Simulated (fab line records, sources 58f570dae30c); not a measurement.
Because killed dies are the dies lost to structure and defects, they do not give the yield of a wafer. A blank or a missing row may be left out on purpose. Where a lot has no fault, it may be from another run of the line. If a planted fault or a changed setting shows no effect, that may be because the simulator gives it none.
Which tool was responsible?	flow berkeley cmos170	14 lots, 42 wafers sampled, at 5 steps of a route of 331

## WHAT THE GAUGES SHOWED, per wafer
UCB170_WELLDRIVE_THK_MEAS_02.
lot	measured	on	WELLDRIVE_OXIDE_THK (nm)
L491	day 3 19:48	film metro-02	196 195 195
L493	day 4 02:10	film metro-01	197 195 198
L492	day 4 02:14	film metro-02	202 204 196
L496	day 4 17:15	film metro-01	199 200 199
L495	day 4 17:15	film metro-02	198 197 196
L500	day 5 07:14	film metro-01	203 201 204
L502	day 6 03:19	film metro-02	195 198 198
L504	day 6 06:49	film metro-04	192 194 197
L508	day 7 06:09	film metro-01	191 196 189
L509	day 7 16:34	film metro-02	198 195 197
L510	day 7 16:33	film metro-04	199 199 196
L513	day 8 12:16	film metro-04	199 201 200
L512	day 8 12:16	film metro-02	196 200 196
L514	day 8 18:31	film metro-02	205 204 202

UCB170_ACTIVE_THK_MEAS_06.
lot	measured	on	ACTIVE_NITRIDE_THK (nm)
L491	day 4 10:19	film metro-01	221.8 221.6 223.6
L493	day 4 17:31	film metro-01	219.5 219.3 220.5
L492	day 4 17:32	film metro-03	217.3 217.4 216.8
L496	day 5 11:29	film metro-04	221.8 221.2 222.4
L495	day 5 11:29	film metro-03	220.5 219.4 220.1
L500	day 5 23:11	film metro-04	220.0 218.3 218.1
L502	day 7 04:13	film metro-01	218.5 217.2 217.6
L504	day 7 04:13	film metro-03	220.4 218.3 219.8
L508	day 8 02:05	film metro-04	222.7 224.1 223.8
L509	day 8 09:52	film metro-04	217.5 218.2 218.3
L510	day 8 09:51	film metro-03	219.1 218.2 216.8
L513	day 9 10:43	film metro-03	219.9 220.3 219.5
L512	day 9 10:43	film metro-04	216.9 218.3 218.3
L514	day 9 17:02	film metro-04	218.4 219.7 218.2

UCB170_ACTIVE_CD_MEAS_90 targets a cd of 1200 nm.
lot	measured	on	cd nm (nm)
L491	day 4 12:35	cd sem-01	1200.1 1199.7 1199.6
L493	day 4 20:35	cd sem-01	1201.3 1198.9 1199.8
L492	day 4 20:27	cd sem-02	1196.9 1197.0 1197.4
L496	day 5 12:55	cd sem-01	1199.1 1199.6 1199.2
L495	day 5 13:13	cd sem-02	1197.7 1198.3 1198.6
L500	day 6 01:19	cd sem-01	1201.6 1201.3 1201.9
L502	day 7 05:34	cd sem-01	1201.2 1198.0 1198.1
L504	day 7 05:49	cd sem-01	1201.3 1201.1 1201.7
L508	day 8 03:41	cd sem-02	1202.9 1202.9 1203.1
L509	day 8 12:19	cd sem-01	1202.2 1200.5 1200.8
L510	day 8 12:01	cd sem-01	1199.8 1199.3 1199.6
L513	day 9 12:17	cd sem-02	1201.6 1201.1 1200.9
L512	day 9 12:02	cd sem-02	1199.2 1199.2 1198.8
L514	day 9 18:46	cd sem-01	1201.1 1201.5 1202.4

## TOOL THAT RAN EACH LOT (tool first, then ch and the chambers of the sampled wafers, then the start)
lot	UCB170_PWELL_ETCH_14	UCB170_PWELL_STRIP_16
L491	rie diel-01 ch 0,1, day 3 04:22	plasma asher-04 ch 0,1, day 3 04:39
L493	rie diel-03 ch 0,2,3, day 3 13:24	plasma asher-02 ch 0,1, day 3 13:39
L492	rie diel-01 ch 1,2,3, day 3 13:41	plasma asher-03 ch 0,1, day 3 13:58
L496	rie diel-03 ch 1,2,3, day 4 04:17	plasma asher-02 ch 0,1, day 4 04:32
L495	rie diel-04 ch 0,2,3, day 4 04:40	plasma asher-03 ch 0,1, day 4 04:55
L500	rie diel-03 ch 1,2,3, day 4 18:53	plasma asher-02 ch 0,1, day 4 19:08
L502	rie diel-03 ch 1,3, day 5 14:50	plasma asher-02 ch 0,1, day 5 15:05
L504	rie diel-04 ch 0,3, day 5 19:00	plasma asher-04 ch 0,1, day 5 19:15
L508	rie diel-04 ch 2,3, day 6 19:25	plasma asher-03 ch 1, day 6 19:40
L509	rie diel-04 ch 2,3, day 7 04:30	plasma asher-02 ch 0, day 7 04:45
L510	rie diel-01 ch 1,3, day 7 04:55	plasma asher-03 ch 0,1, day 7 05:10
L513	rie diel-03 ch 2,3, day 7 23:43	plasma asher-04 ch 0,1, day 7 23:58
L512	rie diel-01 ch 1,2, day 7 23:53	plasma asher-04 ch 0,1, day 8 00:08
L514	rie diel-01 ch 2,3, day 8 05:45	plasma asher-03 ch 1, day 8 06:00
- UCB170_PWELL_ETCH_14: etches Si3N4 in CH3F/Ar/O2, stops on SiO2, target depth 242 nm, time 151 s.
- UCB170_PWELL_STRIP_16: strips in O2.

## AS READ BY THE TOOLS THEMSELVES (means over the sampled wafers that have a number; for cases with no such wafer, the mark the record gives instead)
UCB170_PWELL_ETCH_14.
lot	tool	drypump motor current A (A)	oes product au (a.u.)	throttle valve pct (%)
L491	rie diel-01	5.3	0.952	8.07
L493	rie diel-03	5.4	0.937	8.12
L492	rie diel-01	5.7	0.936	8.04
L496	rie diel-03	5.4	0.946	8.02
L495	rie diel-04	5.7	0.954	7.99
L500	rie diel-03	5.4	0.790	8.03
L502	rie diel-03	5.1	0.794	7.93
L504	rie diel-04	5.8	0.949	8.00
L508	rie diel-04	5.5	0.952	8.09
L509	rie diel-04	5.7	0.953	7.95
L510	rie diel-01	5.5	0.942	8.04
L513	rie diel-03	5.2	0.945	8.02
L512	rie diel-01	5.7	0.937	8.06
L514	rie diel-01	5.8	0.918	8.05

UCB170_PWELL_STRIP_16.
lot	tool	drypump motor current A (A)	oes product au (a.u.)	strip time to endpoint s (s)
L491	plasma asher-04	5.95	0.722	18.18
L493	plasma asher-02	6.22	0.720	17.97
L492	plasma asher-03	5.98	0.721	18.17
L496	plasma asher-02	6.23	0.720	18.07
L495	plasma asher-03	5.99	0.718	18.08
L500	plasma asher-02	6.22	0.720	19.49
L502	plasma asher-02	6.23	0.720	19.41
L504	plasma asher-04	5.93	0.721	18.12
L508	plasma asher-03	5.95	0.723	18.06
L509	plasma asher-02	6.37	0.721	18.05
L510	plasma asher-03	5.97	0.719	18.12
L513	plasma asher-04	5.93	0.717	18.05
L512	plasma asher-04	5.95	0.721	18.16
L514	plasma asher-03	5.97	0.726	18.00

## THE ANSWER, worked out from the rows above alone
Rule: what is usual is taken from the lots themselves. Put in order of their means at a reading, lots are off if they are a third of the lots or fewer, leave a main group of 4 or more, and stand apart from it by a gap of 3 or more times the standard deviation of the main group's means; of several such gaps the widest counts. A main group is skipped when, at the precision printed for the reading in the tables above, its means are all equal. A lot without any number at a reading at which 4 lots or more have one is off too. Where the step has rows for the other lots, those lots are counted as sound. First the gauges in route order, then the tools' own readings, where a lot's mean is used as printed above. The first step at which some lot is off is used, and at that step the reading that is off furthest; a lot without a number counts as furthest.
Off at UCB170_PWELL_ETCH_14 (oes product au): L500, L502. The main group: mean 0.943 a.u., standard deviation 0.0099.
A tool fits if, at that step or a process step before it, it ran every lot that is off, and no sound lot after the first of them. No candidate that was tried fits.

## WHAT THE SIMULATOR HAD PUT IN
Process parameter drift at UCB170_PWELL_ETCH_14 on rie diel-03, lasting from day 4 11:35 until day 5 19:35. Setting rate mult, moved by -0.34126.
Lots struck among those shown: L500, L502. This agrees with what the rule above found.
